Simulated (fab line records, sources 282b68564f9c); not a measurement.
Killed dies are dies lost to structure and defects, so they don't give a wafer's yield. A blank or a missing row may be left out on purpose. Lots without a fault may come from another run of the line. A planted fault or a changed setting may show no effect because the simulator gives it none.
Tool commonality check | flow rit_cmos | 14 lots, 42 wafers sampled

WHY IT WAS OPENED
At RIT_NSD_TW_MEAS_10 the reading NSD_TW is flagged on 2 of 14 lots. Wafers without a fault read 3143, standard deviation 36.
Rule: a lot is flagged when every wafer of it that has a number lies more than 4 standard deviations from that mean, or none has a number. The other lots count as sound.

lot  | measured    | on            | NSD_TW, wafer by wafer | flag
L909 | day 3 04:28 | film_metro-04 | 3048 3060 3064         |
L912 | day 3 16:13 | film_metro-03 | 3158 3162 3172         |
L913 | day 3 22:04 | film_metro-03 | 3130 3162 3154         |
L915 | day 4 08:27 | film_metro-03 | 3151 3155 3156         |
L916 | day 4 15:59 | film_metro-03 | 3172 3151 3154         |
L917 | day 4 19:35 | film_metro-01 | 3156 3167 3166         |
L918 | day 5 01:21 | film_metro-01 | 3542 3538 3545         | FLAGGED
L920 | day 5 14:32 | film_metro-03 | 3159 3144 3147         |
L921 | day 5 16:35 | film_metro-01 | 3526 3534 3556         | FLAGGED
L926 | day 6 18:44 | film_metro-01 | 3161 3151 3160         |
L927 | day 6 22:55 | film_metro-03 | 3155 3153 3167         |
L928 | day 7 00:44 | film_metro-03 | 3152 3150 3166         |
L929 | day 7 08:49 | film_metro-01 | 3168 3183 3189         |
L932 | day 7 21:48 | film_metro-03 | 3142 3163 3144         |
The numbers of the flagged lots are 3540 on average: +397 against the usual, or +11 standard deviations.

WHICH TOOL RAN EACH LOT
The record holds 2 process steps before the reading, out of a route of 202 steps. In each cell: the tool, then ch and the chambers that the sampled wafers went through, then the start.
lot  | flag    | RIT_PWELL_STRIP_09                  | RIT_NSD_IMPLANT_08
L909 |         | plasma_asher-03 ch 0,1, day 2 00:33 | implanter-01 ch 0, day 3 04:08
L912 |         | plasma_asher-01 ch 0,1, day 2 15:08 | implanter-03 ch 0, day 3 15:55
L913 |         | plasma_asher-01 ch 0,1, day 2 19:47 | implanter-01 ch 0, day 3 21:44
L915 |         | plasma_asher-03 ch 0,1, day 3 05:53 | implanter-02 ch 0, day 4 08:07
L916 |         | plasma_asher-01 ch 0,1, day 3 11:13 | implanter-02 ch 0, day 4 15:40
L917 |         | plasma_asher-03 ch 1, day 3 15:58   | implanter-01 ch 0, day 4 19:17
L918 | FLAGGED | plasma_asher-01 ch 0,1, day 3 22:05 | implanter-02 ch 0, day 5 01:01
L920 |         | plasma_asher-01 ch 0,1, day 4 10:45 | implanter-01 ch 0, day 5 14:13
L921 | FLAGGED | plasma_asher-04 ch 0,1, day 4 11:36 | implanter-02 ch 0, day 5 16:17
L926 |         | plasma_asher-04 ch 0,1, day 5 14:21 | implanter-03 ch 0, day 6 18:26
L927 |         | plasma_asher-03 ch 0,1, day 5 20:50 | implanter-03 ch 0, day 6 22:37
L928 |         | plasma_asher-01 ch 0,1, day 5 23:03 | implanter-01 ch 0, day 7 00:27
L929 |         | plasma_asher-01 ch 0,1, day 6 03:06 | implanter-01 ch 0, day 7 08:30
L932 |         | plasma_asher-04 ch 0,1, day 6 18:18 | implanter-01 ch 0, day 7 21:31
What these steps do:
- RIT_PWELL_STRIP_09: strips in O2, time 180 s.
- RIT_NSD_IMPLANT_08
- RIT_NSD_TW_MEAS_10

FLAGGED OVER TOTAL, TOOL BY TOOL (the gauges that took the reading come last)
step               | tool            | lots run | flagged | share of the flagged lots | sound lots run after its first flagged lot
RIT_PWELL_STRIP_09 | plasma_asher-01 | 7        | 1       | some                      | 3 (L920,L928,L929)
RIT_PWELL_STRIP_09 | plasma_asher-03 | 4        | 0       | none                      | -
RIT_PWELL_STRIP_09 | plasma_asher-04 | 3        | 1       | some                      | 2 (L926,L932)
RIT_NSD_IMPLANT_08 | implanter-01    | 7        | 0       | none                      | -
RIT_NSD_IMPLANT_08 | implanter-02    | 4        | 2       | all                       | 0
RIT_NSD_IMPLANT_08 | implanter-03    | 3        | 0       | none                      | -
RIT_NSD_TW_MEAS_10 | film_metro-01   | 5        | 2       | all                       | 2 (L926,L929)
RIT_NSD_TW_MEAS_10 | film_metro-03   | 8        | 0       | none                      | -
RIT_NSD_TW_MEAS_10 | film_metro-04   | 1        | 0       | none                      | -

WHAT THE TABLE ALLOWS
2 rows of the table ran every flagged lot: implanter-02 at RIT_NSD_IMPLANT_08, film_metro-01 at RIT_NSD_TW_MEAS_10.
- implanter-02 at RIT_NSD_IMPLANT_08: 2 of its 4 lots flagged. Its last sound lot is L916 (day 4 15:40), its first flagged lot L918 (day 5 01:01): a fault that began between those two fits. Its own readings lie more than 4 standard deviations out on every wafer of the flagged lots: dose_ions_cm2, faraday_current_uA.
- film_metro-01 at RIT_NSD_TW_MEAS_10: 2 of its 5 lots flagged. Sound lots ran on it after the first flagged one (L926, L929), which a lasting fault on the whole tool wouldn't allow.
One tool is left: implanter-02 at RIT_NSD_IMPLANT_08.

WHAT THE SIMULATOR HAD PUT IN
Process parameter drift: implanter-02, from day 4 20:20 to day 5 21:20, at RIT_NSD_IMPLANT_08. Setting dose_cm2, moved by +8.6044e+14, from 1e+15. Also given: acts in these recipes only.
Lots struck among those shown: L918, L921. The rule above found the same.
